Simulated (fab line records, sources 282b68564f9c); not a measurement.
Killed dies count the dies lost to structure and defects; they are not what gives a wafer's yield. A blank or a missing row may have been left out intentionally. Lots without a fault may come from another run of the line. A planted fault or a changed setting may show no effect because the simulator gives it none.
A lot that was struck, set against a sound lot ; flow rit-cmos ; 22 out of 202 route steps
Sound: these wafers, L142.2, L142.4, L142.5. The struck wafers were L156.1, L156.3, L156.4. The cause is given at the end.
Per side, at each step with rows, come the tool, then ch with its chambers, and then its first start. Under that, the readings that differ: sound wafers ; struck wafers ; difference of the means ; sigmas: that difference in standard deviations of wafers without a fault.
alike: same words and numbers on both sides, and readings whose means sit less than 2 such deviations apart. not compared: any withheld reading, any reading some wafer has no value for, any bound like >300 that may hide the same value, and any number with overlapping values for which the record gives no deviation.
The two part at a step that has a row with sigmas, a row that says differs or no value, or rows on one side only. Numbers that don't overlap but have no deviation are shown without sigmas and don't part them. A reading that every wafer of one side lacks parts them only if that side has two wafers or more.

first, 2 steps without rows for these wafers: RIT_NSD_HARDBAKE_07 (time 60 s); RIT_NSD_IMPLANT_08.
RIT_NSD_STRIP_09: strips in O2, time 180 s.
  sound on plasma-asher-04 ch 0,1, day 4 19:49; struck on plasma-asher-04 ch 0,1, day 8 01:06
  alike: chamber-pressure-mTorr, drypump-motor-current-A
  not compared: rf-hours-counter-h
RIT_NSD_TW_MEAS_10:
  sound on film-metro-02, day 4 20:01; struck on film-metro-01, day 8 01:16
reading;sound;struck;difference;sigmas
NSD_TW;3133 3153 3164;3072 3075 3070;-78;-3
then, 6 steps without rows for these wafers: RIT_PSD_HMDS_00 (prime time 60 s); RIT_PSD_COAT_01 (resist thk 1000 nm); RIT_PSD_SOFTBAKE_02 (time 60 s); RIT_PSD_EXPOSE_03 (exposes mask M10, target cd 40900 nm); RIT_PSD_PEB_04; RIT_PSD_DEVELOP_05 (develop time 50 s).
RIT_PSD_OVL_MEAS_06:
  sound on overlay-02, day 4 21:03; struck on overlay-02, day 8 02:21
reading;sound;struck;difference;sigmas
PSD_OVL (nm);1.6 3.3 2.5;-2.2 -1.7 -1.7;-4.3;-3
then, 1 step without rows for these wafers: RIT_PSD_HARDBAKE_07 (time 60 s).
RIT_PSD_IMPLANT_08:
  sound on implanter-03 ch 0, day 4 21:16; struck on implanter-03 ch 0, day 8 02:32
reading;sound;struck;difference;sigmas
beam-energy-keV;26.983 27.004 27.007;27.607 27.591 27.600;+0.601;+80
model.implant.drp-nm (nm);12.05 12.05 12.05;12.23 12.23 12.23;+0.18;
RIT_PSD_STRIP_09: strips in O2, time 180 s.
  sound on plasma-asher-02 ch 1, day 4 21:23; struck on plasma-asher-02 ch 0,1, day 8 02:41
  alike: chamber-pressure-mTorr, drypump-motor-current-A
  not compared: rf-hours-counter-h
RIT_PSD_TW_MEAS_10:
  sound on film-metro-01, day 4 21:34; struck on film-metro-03, day 8 02:52
reading;sound;struck;difference;sigmas
PSD_TW;3384 3370 3372;3452 3454 3458;+79;+2
then, 3 steps without rows for these wafers: RIT_SDANNEAL_CLEAN_00 (cleans in SC1, time 600 s); RIT_SDANNEAL_CLEAN_01 (cleans in dHF, time 30 s); RIT_SDANNEAL_CLEAN_02 (cleans in SC2, time 600 s).
RIT_SDANNEAL_RTA_03: time 5 s.
  sound on rtp-anneal-01 ch 0, day 4 21:59; struck on rtp-anneal-02 ch 0, day 8 03:17
  alike: wafer_temp_C_max
RIT_SDANNEAL_RS_MEAS_04: measures by four-point-probe.
  sound on film-metro-01, day 4 22:04; struck on film-metro-01, day 8 03:42
reading;sound;struck;difference;sigmas
PSD_RS (ohm/sq);116.19 116.29 116.31;114.94 114.60 114.54;-1.57;-6
  not compared: hold
RIT_SDANNEAL_RS_MEAS_05: measures by four-point-probe.
  sound on film-metro-01, day 4 22:11; struck on film-metro-01, day 8 07:14
reading;sound;struck;difference;sigmas
hold;- - -;await-dispo/3.4h/release await-dispo/3.4h/release await-dispo/3.4h/release;no value on the sound wafers;
  alike: NSD_RS
RIT_M1_PROBE_99:
  sound wafers here have rows in the record (prober-01, day 5 05:36); struck ones have none

== WHERE THEY PART ==
Earliest at RIT_NSD_TW_MEAS_10; latest, in this record, at RIT_M1_PROBE_99.

WHY: what had been put in by the simulator
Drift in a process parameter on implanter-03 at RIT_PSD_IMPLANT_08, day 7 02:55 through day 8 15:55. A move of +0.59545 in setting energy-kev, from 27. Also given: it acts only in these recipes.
